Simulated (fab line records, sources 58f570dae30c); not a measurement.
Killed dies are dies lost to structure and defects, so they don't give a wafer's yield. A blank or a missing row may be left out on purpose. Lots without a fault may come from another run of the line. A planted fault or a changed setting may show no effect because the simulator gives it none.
Which tool did it? | flow berkeley_cmos170 | 7 lots, 21 wafers sampled, at 1 step of a route of 331

WHAT THE GAUGES READ, wafer by wafer
UCB170_SILICIDE_THK_MEAS_03: measures by xrf.
lot  | measured     | on            | SILICIDE_TI_THK (nm)
L995 | day 6 12:32  | film_metro-04 | 30.22 30.42 30.24
L998 | day 7 12:13  | film_metro-02 | 30.68 30.64 30.59
L105 | day 8 15:11  | film_metro-04 | 30.19 30.15 30.01
L103 | day 8 16:32  | film_metro-03 | 30.62 30.07 30.16
L108 | day 9 18:05  | film_metro-02 | 30.58 30.69 30.50
L113 | day 10 17:07 | film_metro-04 | 29.81 29.78 29.85
L116 | day 11 10:41 | film_metro-02 | 29.76 30.26 29.97

WHICH TOOL RAN EACH LOT (tool, then ch and the chambers of the sampled wafers, then the start)
The record holds no process step before these readings.

THE ANSWER, worked out from the rows above alone
Rule: what is usual is taken from the lots themselves. Put in order of their means at a reading, lots are off if they are a third of the lots or fewer, leave a main group of 4 or more, and stand apart from it by a gap of 3 or more times the standard deviation of the main group's means; of several such gaps the widest counts. A main group whose means are all the same, to the digits that the tables above print for the reading, isn't used. A lot without any number at a reading at which 4 lots or more have one is off too. The other lots that the step has rows for count as sound.
No lot is off at any reading shown: from this, nothing can be told.

WHAT THE SIMULATOR HAD PUT IN
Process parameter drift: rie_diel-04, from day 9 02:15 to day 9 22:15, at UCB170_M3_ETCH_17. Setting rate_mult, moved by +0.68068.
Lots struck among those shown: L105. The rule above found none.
